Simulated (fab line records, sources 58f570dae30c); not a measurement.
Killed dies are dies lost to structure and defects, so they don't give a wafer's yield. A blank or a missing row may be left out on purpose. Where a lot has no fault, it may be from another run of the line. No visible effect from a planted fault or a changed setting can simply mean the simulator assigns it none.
One fault through the eyes of 2 desks    flow berkeley_cmos170    only its own numbers are on each desk; what lay behind them is given at the end

== THE METROLOGY DESK ==
What the gauges read for every lot (on any tool): the sampled wafers with a number, averaged. Marked OUT: a lot whose mean sits more than 4 standard deviations from the usual mean, which makes it out of limits; the brackets give that distance.
Columns: A = NWELL_NITRIDE_THK at UCB170_NWELL_THK_MEAS_05, usual 224.0 nm; B = NWELL_TW at UCB170_NWELL_TW_MEAS_16, usual 1251
lot   first seen here  A      B
L798  day 2 02:39      222.7  1264
L799  day 2 11:25      223.5  1252
L800  day 2 17:49      220.1  1253
L801  day 2 22:38      222.6  1264
L803  day 3 21:45      224.2  1255
L804  day 4 06:12      223.7  1239
L808  day 4 15:16      222.9  1242
L809  day 4 22:57      224.4  1261
L815  day 5 15:44      223.3  1243
L818  day 6 08:02      221.4  1260
L817  day 6 08:05      226.2  1249
L819  day 6 17:22      223.4  1243
L820  day 7 00:10      228.7  1234
L821  day 7 00:12      225.3  1257
Finding of this desk: none of the 14 lots has anything out of limits.

== DESK OF THE TOOL OWNER: litho_track-04 ==
The tool's own readings at UCB170_PWELL_COAT_08 (resist thk 900 nm): means of the sampled wafers that have a number, for each lot that ran on this tool. Marked OUT: a lot whose mean sits more than 4 standard deviations from the usual mean, which makes it out of limits; the brackets give that distance.
Columns: A = dispense_pressure_kPa at UCB170_PWELL_COAT_08, usual 52.9 kPa; B = spin_speed_rpm at UCB170_PWELL_COAT_08, usual 1499.8 rpm
lot   first seen here  A     B
L800  day 3 15:17      49.8  1499.3
L803  day 4 20:31      49.9  1500.6
L815  day 6 09:50      49.9  1455.3 (-48) OUT
L817  day 7 02:17      49.9  1455.1 (-49) OUT
Finding of this desk: L815, L817 out of limits; the first was L815 at day 6 09:50, on spin_speed_rpm at UCB170_PWELL_COAT_08. L800, L803: within limits.

== ALL TOGETHER ==
An alarm could have come from the tool owner's desk at day 6 09:50, on L815, L817.
Nothing out of limits was seen by the metrology desk.
The metrology desk has L815, L817 on record, within its limits.
UCB170_PWELL_COAT_08 was run on litho_track-04 by each of the lots named.

== WHAT THE SIMULATOR HAD PUT IN ==
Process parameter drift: litho_track-04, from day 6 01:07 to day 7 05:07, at UCB170_PWELL_COAT_08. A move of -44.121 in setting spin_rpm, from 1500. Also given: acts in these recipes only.
Shown lots that were struck: L815, L817.
Delay in hours, fault start to first out-of-limits reading, by desk: the tool owner's desk at 9.
